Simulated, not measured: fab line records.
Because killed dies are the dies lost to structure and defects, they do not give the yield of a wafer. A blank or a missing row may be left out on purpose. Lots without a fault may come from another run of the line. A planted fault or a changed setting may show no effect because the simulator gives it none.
Split-lot experiment + flow rit-cmos + 27 wafers read across 5 lots, on a route 202 steps long

== ON THE SPLIT ==
At RIT_SILICIDE_SPUTTER_01 (material Ti, target thk 30 nm, time 240 s), the setting time-s was moved away from the recipe's 240 s on 12 of the 27 wafers read, by -58.3% to -25.9%. For the rest of the wafers, this setting stayed at what the recipe calls for.

== FROM THE SPLIT ON TO THE READING: in between, the file shows 1 step ==
- RIT_SILICIDE_RS_MEAS_02: measures by four-point-probe

== THE READING ==
SILICIDE_TI_THK, in nm, at RIT_SILICIDE_THK_MEAS_03 (measures by xrf). On this fab line, fault-free wafers typically give 30.1 nm with a standard deviation of 0.34 nm.

| wafer  | tool, chamber at the split | time-s as run, s | against the recipe | SILICIDE_TI_THK, nm | against lot-mates on the recipe |
|--------|----------------------------|------------------|--------------------|---------------------|---------------------------------|
| L075.1 | pvd-sputter-04, -          | 240              | recipe             | 30.0                | -                               |
| L075.2 | pvd-sputter-04, -          | 121              | -49.6%             | 15.1                | -14.8                           |
| L075.3 | pvd-sputter-04, -          | 121              | -49.6%             | 15.3                | -14.6                           |
| L075.4 | pvd-sputter-04, -          | 240              | recipe             | 29.7                | -                               |
| L075.5 | pvd-sputter-04, -          | 240              | recipe             | 29.9                | -                               |
| L075.6 | pvd-sputter-04, -          | 121              | -49.6%             | 15.3                | -14.6                           |
| L076.1 | pvd-sputter-03, -          | 240              | recipe             | 29.8                | -                               |
| L076.2 | pvd-sputter-03, -          | 116.1            | -51.6%             | 14.3                | -15.8                           |
| L076.3 | pvd-sputter-03, -          | 240              | recipe             | 30.3                | -                               |
| L076.4 | pvd-sputter-03, -          | 116.1            | -51.6%             | 14.7                | -15.4                           |
| L076.5 | pvd-sputter-03, -          | 240              | recipe             | 30.3                | -                               |
| L076.6 | pvd-sputter-03, -          | 116.1            | -51.6%             | 14.6                | -15.5                           |
| L078.1 | pvd-sputter-03, -          | 100.1            | -58.3%             | 12.4                | -17.4                           |
| L078.2 | pvd-sputter-03, -          | 240              | recipe             | 29.6                | -                               |
| L078.3 | pvd-sputter-03, -          | 240              | recipe             | 30.3                | -                               |
| L078.4 | pvd-sputter-03, -          | 240              | recipe             | 29.5                | -                               |
| L078.5 | pvd-sputter-03, -          | 100.1            | -58.3%             | 12.5                | -17.3                           |
| L078.6 | pvd-sputter-03, -          | 100.1            | -58.3%             | 12.4                | -17.4                           |
| L080.4 | pvd-sputter-03, -          | 240              | recipe             | 30.0                | -                               |
| L080.5 | pvd-sputter-03, -          | 240              | recipe             | 30.0                | -                               |
| L080.6 | pvd-sputter-03, -          | 240              | recipe             | 29.7                | -                               |
| L081.1 | pvd-sputter-02, -          | 240              | recipe             | 30.4                | -                               |
| L081.2 | pvd-sputter-02, -          | 177.8            | -25.9%             | 22.0                | -8.1                            |
| L081.3 | pvd-sputter-02, -          | 240              | recipe             | 30.0                | -                               |
| L081.4 | pvd-sputter-02, -          | 240              | recipe             | 29.9                | -                               |
| L081.5 | pvd-sputter-02, -          | 177.8            | -25.9%             | 22.1                | -8.0                            |
| L081.6 | pvd-sputter-02, -          | 177.8            | -25.9%             | 22.2                | -7.9                            |

THE FIT
A straight line over all 27 wafers: SILICIDE_TI_THK changes by +0.299 nm for each +1% of time-s; r = +1.00; the points scatter about the line by 0.23 nm.
The same after taking each lot's own level away (the mean of its wafers on the recipe; 27 wafers): +0.299 nm for each +1%; r = +1.00; scatter 0.23 nm.
That fit puts the effect of the largest move of time-s on the reading at 17 nm.
Measured against the standard deviation above, the lots' own levels, which go from 29.80 to 30.13 nm, span 1.0 times it.
Hence the lot-to-lot level has little effect on the slope; both slopes agree.
Check: with one of the wafers moved furthest among these (-58.3%) left out of the fit, the line predicts -17.4 nm for it against its lot-mates. It came out at -17.4 nm against them.

== OTHER SPLITS APPLIED TO THESE WAFERS ==
Note: prior to the reading, these wafers also went through further splits. Each is held against what the fit with the lots' levels taken away leaves over:
| other split on the same wafers        | wafers away from the commonest value | r with SILICIDE_TI_THK (lot level and that fit taken away) |
|---------------------------------------|--------------------------------------|------------------------------------------------------------|
| RIT_SPACER_ETCHBACK_05 target-depth-a | 9                                    | -0.35                                                      |

== THE WHOLE CHAIN: every reading that the file lists as answering this split, in the file's order ==
| step                     | what it does                              | reading                                                                           | change (the file's fit)               | r (the file's) |
|--------------------------|-------------------------------------------|-----------------------------------------------------------------------------------|---------------------------------------|----------------|
| RIT_SILICIDE_SPUTTER_01  | material Ti, target thk 30 nm, time 240 s | Ti_of_SILICIDE_SPUTTER_01.thk-nm (the simulator's own value, which no gauge read) | +0.299 nm for each +1% of the setting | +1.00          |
| RIT_SILICIDE_RS_MEAS_02  | measures by four-point-probe              | SILICIDE_TI_RS                                                                    | -1.48 for each +1% of the setting     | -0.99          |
| RIT_SILICIDE_THK_MEAS_03 | measures by xrf                           | SILICIDE_TI_THK                                                                   | +0.299 for each +1% of the setting    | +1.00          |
| RIT_M1_PROBE_99          |                                           | etest.npoly-line.line-ohm-um (the simulator's own value, which no gauge read)     | -2.38 for each +1% of the setting     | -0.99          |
| RIT_M1_PROBE_99          |                                           | etest.ppoly-line.line-ohm-um (the simulator's own value, which no gauge read)     | -2.08 for each +1% of the setting     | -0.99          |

== THE FILE'S OWN FIT ==
SILICIDE_TI_THK changes by +0.299 nm for each +1% of time-s, r = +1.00.
